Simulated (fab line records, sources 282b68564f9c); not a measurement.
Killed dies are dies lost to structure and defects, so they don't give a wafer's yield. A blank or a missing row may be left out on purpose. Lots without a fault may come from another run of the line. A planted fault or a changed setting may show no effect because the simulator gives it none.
Which tool did it? | flow rit_cmos | 15 lots, 45 wafers sampled, at 2 steps of a route of 202

WHAT THE GAUGES READ, wafer by wafer
The record holds no reading of a measuring or inspecting step that can be judged against a usual standard deviation.

WHICH TOOL RAN EACH LOT (tool, then ch and the chambers of the sampled wafers, then the start)
lot  | RIT_SPACER_ETCHBACK_05            | RIT_M1_PROBE_99
L535 | rie_diel-03 ch 1,2,3, day 3 03:00 | -
L537 | rie_diel-01 ch 1,2, day 3 13:05   | prober-02, day 4 00:28
L539 | rie_diel-01 ch 1,2, day 3 22:40   | -
L540 | rie_diel-03 ch 0,1,3, day 4 03:14 | -
L541 | rie_diel-04 ch 1,2,3, day 4 06:04 | prober-02, day 4 17:36
L543 | rie_diel-04 ch 1,2,3, day 4 18:41 | -
L544 | rie_diel-03 ch 1,2,3, day 4 20:36 | -
L546 | rie_diel-01 ch 1,3, day 5 06:01   | prober-01, day 5 17:02
L548 | rie_diel-03 ch 0,1,2, day 5 17:56 | prober-01, day 6 06:40
L549 | rie_diel-01 ch 0,2, day 6 00:31   | prober-02, day 6 14:10
L550 | rie_diel-04 ch 0,1,2, day 6 02:25 | prober-01, day 6 17:28
L551 | rie_diel-03 ch 1,2,3, day 6 11:09 | prober-02, day 6 22:31
L555 | rie_diel-01 ch 1,2,3, day 7 07:04 | -
L557 | rie_diel-04 ch 2,3, day 7 15:11   | -
L558 | rie_diel-01 ch 0,1, day 7 18:29   | -
- RIT_SPACER_ETCHBACK_05: etches Si3N4 in SF6/CHF3, stops on SiO2, target depth 250 nm, time 240 s.
- RIT_M1_PROBE_99

WHAT THE TOOLS THEMSELVES READ (means of the sampled wafers that have a number; where no wafer has one, the mark that the record gives instead)
RIT_SPACER_ETCHBACK_05. Usual: CHF3_flow_sccm 30.00 sccm, standard deviation 0.086; SF6_flow_sccm 30.00 sccm, standard deviation 0.092; drypump_motor_current_A 5.9 A, standard deviation 0.49; oes_product_au 0.845 a.u., standard deviation 0.012; throttle_valve_pct 10.27 %, standard deviation 0.15.
lot  | tool        | CHF3_flow_sccm (sccm) | SF6_flow_sccm (sccm) | drypump_motor_current_A (A) | oes_product_au (a.u.) | throttle_valve_pct (%) | flag
L535 | rie_diel-03 | 30.03                 | 30.04                | 6.2                         | 0.848                 | 10.35                  |
L537 | rie_diel-01 | 30.04                 | 29.92                | 5.6                         | 0.843                 | 10.20                  |
L539 | rie_diel-01 | 30.03                 | 30.02                | 6.0                         | 0.848                 | 10.19                  |
L540 | rie_diel-03 | 30.08                 | 30.04                | 6.0                         | 0.838                 | 10.19                  |
L541 | rie_diel-04 | 30.04                 | 30.06                | 5.7                         | 0.848                 | 10.24                  |
L543 | rie_diel-04 | 29.97                 | 30.06                | 5.7                         | 0.847                 | 10.23                  |
L544 | rie_diel-03 | 30.00                 | 30.04                | 6.2                         | 0.849                 | 10.34                  |
L546 | rie_diel-01 | 30.03                 | 30.01                | 5.3                         | 0.861                 | 10.28                  |
L548 | rie_diel-03 | -                     | -                    | -                           | -                     | -                      | OFF
L549 | rie_diel-01 | -                     | -                    | -                           | -                     | -                      | OFF
L550 | rie_diel-04 | -                     | -                    | -                           | -                     | -                      | OFF
L551 | rie_diel-03 | 29.99                 | 30.06                | 6.2                         | 0.857                 | 10.34                  |
L555 | rie_diel-01 | 30.00                 | 29.94                | 5.8                         | 0.843                 | 10.27                  |
L557 | rie_diel-04 | 29.95                 | 30.19                | 6.0                         | 0.835                 | 10.37                  |
L558 | rie_diel-01 | 29.98                 | 29.99                | 5.4                         | 0.850                 | 10.26                  |

RIT_M1_PROBE_99. Usual: killed_at_contacts 0.1, standard deviation 0.24; killed_at_front_end 7, standard deviation 3.2; killed_dies 7, standard deviation 3.2; killed_on_rim 1.9, standard deviation 1.4; killed_open 3.6, standard deviation 2.1; killed_short 3.5, standard deviation 2.
lot  | tool      | killed_at_contacts | killed_at_front_end | killed_dies | killed_on_rim | killed_open | killed_short | flag
L537 | prober-02 | 0.0                | 8                   | 8           | 2.3           | 4.0         | 3.7          |
L541 | prober-02 | 0.3                | 3                   | 4           | 1.0           | 1.3         | 2.3          |
L546 | prober-01 | 0.0                | 7                   | 7           | 2.7           | 4.0         | 3.3          |
L548 | prober-01 | 0.0                | 264                 | 264         | 70.0          | 2.3         | 1.7          | OFF
L549 | prober-02 | 0.3                | 264                 | 264         | 70.0          | 3.3         | 4.0          | OFF
L550 | prober-01 | 0.0                | 264                 | 264         | 70.0          | 4.7         | 3.3          | OFF
L551 | prober-02 | 0.0                | 9                   | 9           | 1.3           | 3.0         | 5.7          |

THE ANSWER, worked out from the rows above alone
Rule: a lot is off if the mean of its wafers that have a number lies more than 3 standard deviations from the usual mean. A lot without any number at a reading at which 4 lots or more have one is off too. The other lots that the step has rows for count as sound. The gauges are gone through in route order, then the tools' own readings, and for those a lot's mean is taken as printed above. The first step at which some lot is off is used, and at that step the reading that is off furthest; a lot without a number counts as furthest.
Off: L548, L549, L550, at RIT_SPACER_ETCHBACK_05 (CHF3_flow_sccm). Without a number there: L548, L549, L550.
A tool fits if, at that step or a process step before it, it ran every lot that is off, and no sound lot after the first of them. None of those tried fits.

WHAT THE SIMULATOR HAD PUT IN
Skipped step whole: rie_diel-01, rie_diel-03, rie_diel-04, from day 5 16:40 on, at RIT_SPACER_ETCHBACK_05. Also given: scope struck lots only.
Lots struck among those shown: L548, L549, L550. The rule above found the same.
